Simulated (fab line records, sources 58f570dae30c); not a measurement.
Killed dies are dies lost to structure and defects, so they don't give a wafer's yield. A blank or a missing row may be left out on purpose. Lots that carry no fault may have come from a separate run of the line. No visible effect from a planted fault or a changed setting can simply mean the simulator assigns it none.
Which of the tools did it? | flow berkeley_cmos170 | 21 wafers from 7 lots sampled at 3 of the route's 331 steps

## WHAT THE GAUGES READ, wafer by wafer
UCB170_SILICIDE_RS_MEAS_02: measurement is done with a four-point probe.
lot  | measured     | on            | SILICIDE_TI_RS (ohm/sq)
L552 | day 8 03:53  | film_metro-03 | 25.4 25.5 25.7
L555 | day 8 11:19  | film_metro-03 | 25.8 25.7 25.6
L559 | day 10 01:05 | film_metro-03 | 26.5 26.5 26.3
L563 | day 10 13:41 | film_metro-03 | 26.6 26.5 26.2
L564 | day 10 14:50 | film_metro-03 | 34.8 26.1 26.2
L568 | day 11 08:30 | film_metro-04 | 25.3 25.3 25.5
L573 | day 12 12:12 | film_metro-03 | 26.2 26.3 26.2

## TOOL THAT RAN EACH LOT (tool first, then ch and the chambers of the sampled wafers, then the start)
lot  | UCB170_SDANNEAL_RTA_01           | UCB170_SILICIDE_SPUTTER_01
L552 | rtp_anneal-02 ch 0, day 8 03:14  | pvd_sputter-02, day 8 03:50
L555 | rtp_anneal-01 ch 0, day 8 10:40  | pvd_sputter-01, day 8 11:15
L559 | rtp_anneal-02 ch 0, day 10 00:28 | pvd_sputter-01, day 10 01:04
L563 | rtp_anneal-01 ch 0, day 10 13:03 | pvd_sputter-01, day 10 13:38
L564 | rtp_anneal-01 ch 0, day 10 14:11 | pvd_sputter-01, day 10 14:47
L568 | rtp_anneal-02 ch 0, day 11 07:52 | pvd_sputter-02, day 11 08:28
L573 | rtp_anneal-02 ch 0, day 12 11:34 | pvd_sputter-03, day 12 12:10
- UCB170_SDANNEAL_RTA_01: time 5 s.
- UCB170_SILICIDE_SPUTTER_01: material Ti, target thk 30 nm, time 25 s.

## THE ANSWER, worked out from the rows above alone
Rule: usual is defined by the lots themselves. Put in order of their means at a reading, lots are off if they are a third of the lots or fewer, leave a main group of 4 or more, and stand apart from it by a gap of 3 or more times the standard deviation of the main group's means; of several such gaps the widest counts. Not used: any main group whose means are identical at the precision the tables above print for the reading. A lot without any number at a reading at which 4 lots or more have one is off too. Where the step has rows for the other lots, those lots are counted as sound.
Off: L564, at UCB170_SILICIDE_RS_MEAS_02 (SILICIDE_TI_RS). The main group has a mean of 25.9 ohm/sq with a standard deviation of 0.43.
A tool fits if, at a process step before that reading, it ran every lot that is off, and no sound lot after the first of them. Those tools and the gauges at UCB170_SILICIDE_RS_MEAS_02 are tried in the same way. Can't be told from this: 2 tools fit, rtp_anneal-01 at UCB170_SDANNEAL_RTA_01, pvd_sputter-01 at UCB170_SILICIDE_SPUTTER_01.

## WHAT THE SIMULATOR PUT IN
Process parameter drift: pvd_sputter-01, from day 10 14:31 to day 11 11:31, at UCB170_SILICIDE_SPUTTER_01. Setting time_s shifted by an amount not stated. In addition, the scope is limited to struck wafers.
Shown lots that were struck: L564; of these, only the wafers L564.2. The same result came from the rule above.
